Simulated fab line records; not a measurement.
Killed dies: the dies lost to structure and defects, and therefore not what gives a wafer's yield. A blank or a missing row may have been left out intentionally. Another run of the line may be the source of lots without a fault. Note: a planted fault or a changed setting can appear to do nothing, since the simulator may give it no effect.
Chamber matching	flow berkeleyCmos170	4 sister chambers for UCB170_GATE_ETCH_15 on rieSi-01
The step etches poly-Si in HBr/Cl2, stops on SiO2, time 56.3 s, target depth 278.2 nm. 4 wafers are shown with their chamber, then 7 later ones without.

WAFERS WITH THEIR CHAMBER
wafer	chamber	throttleValvePct (%)
L320.3	2	26.32
L320.5	0	26.71
L322.1	1	26.45
L322.3	3	26.92

WAFERS WITHOUT THEIR CHAMBER
wafer	throttleValvePct (%)
L322.6	26.46
L324.1	26.70
L324.3	26.45
L324.6	26.47
L326.1	26.47
L326.2	26.32
L326.4	26.70

CHAMBER TAKEN BY EACH
wafer	from the rows above	in truth
L322.6	1	1
L324.1	0	0
L324.3	1	1
L324.6	1	1
L326.1	1	1
L326.2	2	2
L326.4	0	0
7 of 7 placed correctly. Can't be placed from these rows: 0. Placed wrongly: 0.
How it was worked out, from the rows above alone: a wafer's distance from a chamber is the root of the sum, over the readings, of the square of ((its reading less the chamber's mean) divided by the reading's scatter). The wafer belongs to the nearest chamber; if the next one is less than 2 further off, it can't be placed. For every chamber, the mean is computed from those of its wafers that are shown. The scatter (one wafer shown for each chamber): square how far every hidden wafer sits from the nearest shown wafer, average those squares and take the square root.
